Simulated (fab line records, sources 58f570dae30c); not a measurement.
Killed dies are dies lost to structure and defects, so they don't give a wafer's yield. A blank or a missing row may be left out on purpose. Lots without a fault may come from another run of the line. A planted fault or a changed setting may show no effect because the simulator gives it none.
Split-lot experiment | flow berkeley_cmos170 | 5 lots, 23 wafers read, on a route of 331 steps

THE SPLIT
At UCB170_NWELL_IMPLANT_14, the setting dose_cm2 was moved away from the recipe's 1e+13 on 7 of the 23 wafers read, by -7.3% to +6.7%. The other wafers ran this setting at the recipe's value.

FROM THE SPLIT TO THE READING: what the file shows between them, 1 step
- UCB170_NWELL_STRIP_15: strips in O2

THE READING
NWELL_TW, at UCB170_NWELL_TW_MEAS_16. Fault-free wafers of this fab line usually give 1252, standard deviation 7.6.

wafer  | tool, chamber at the split | dose_cm2 as run | against the recipe | NWELL_TW | against lot-mates on the recipe
L074.1 | implanter-01, 0            | 1e+13           | recipe             | 1250     | -
L074.2 | implanter-01, 0            | 1e+13           | recipe             | 1241     | -
L074.4 | implanter-01, 0            | 1e+13           | recipe             | 1244     | -
L074.5 | implanter-01, 0            | 1e+13           | recipe             | 1250     | -
L074.6 | implanter-01, 0            | 1e+13           | recipe             | 1247     | -
L075.1 | implanter-04, 0            | 1e+13           | recipe             | 1260     | -
L075.2 | implanter-04, 0            | 1e+13           | recipe             | 1253     | -
L075.3 | implanter-04, 0            | 1e+13           | recipe             | 1261     | -
L075.4 | implanter-04, 0            | 9.328e+12       | -6.7%              | 1227     | -31
L075.6 | implanter-04, 0            | 9.328e+12       | -6.7%              | 1238     | -20
L079.1 | implanter-01, 0            | 1.067e+13       | +6.7%              | 1280     | +22
L079.2 | implanter-01, 0            | 1e+13           | recipe             | 1257     | -
L079.3 | implanter-01, 0            | 1e+13           | recipe             | 1257     | -
L079.5 | implanter-01, 0            | 1.067e+13       | +6.7%              | 1282     | +24
L079.6 | implanter-01, 0            | 1e+13           | recipe             | 1259     | -
L081.1 | implanter-02, 0            | 1e+13           | recipe             | 1256     | -
L081.2 | implanter-02, 0            | 1e+13           | recipe             | 1254     | -
L081.4 | implanter-02, 0            | 9.274e+12       | -7.3%              | 1235     | -20
L081.5 | implanter-02, 0            | 9.274e+12       | -7.3%              | 1224     | -31
L081.6 | implanter-02, 0            | 9.274e+12       | -7.3%              | 1226     | -29
L085.1 | implanter-01, 0            | 1e+13           | recipe             | 1239     | -
L085.3 | implanter-01, 0            | 1e+13           | recipe             | 1244     | -
L085.6 | implanter-01, 0            | 1e+13           | recipe             | 1245     | -

THE FIT
A straight line over all 23 wafers: NWELL_TW changes by +3.47 for each +1% of dose_cm2; r = +0.89; the points scatter about the line by 6.9.
The same after taking each lot's own level away (the mean of its wafers on the recipe; 23 wafers): +3.64 for each +1%; r = +0.97; scatter 3.5.
On that fit, the largest move of dose_cm2 shifts the reading by 26.
The lots' own levels span 1242.7 to 1258.0, that is 2.0 times the standard deviation above.
So the lot-to-lot level changes the slope little: the two slopes agree.
Check: with one of the wafers moved furthest among these (-7.3%) left out of the fit, the line predicts -28 for it against its lot-mates. It came out at -20 against them.

OTHER SPLITS ON THESE WAFERS
These wafers also went through other splits before the reading. Each is held against what the fit with the lots' levels taken away leaves over:
other split on the same wafers | wafers away from the commonest value | r with NWELL_TW (lot level and that fit taken away)
UCB170_NWELL_COAT_07 spin_rpm  | 9                                    | -0.06

THE FILE'S OWN FIT
NWELL_TW changes by +3.68 for each +1% of dose_cm2, r = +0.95.
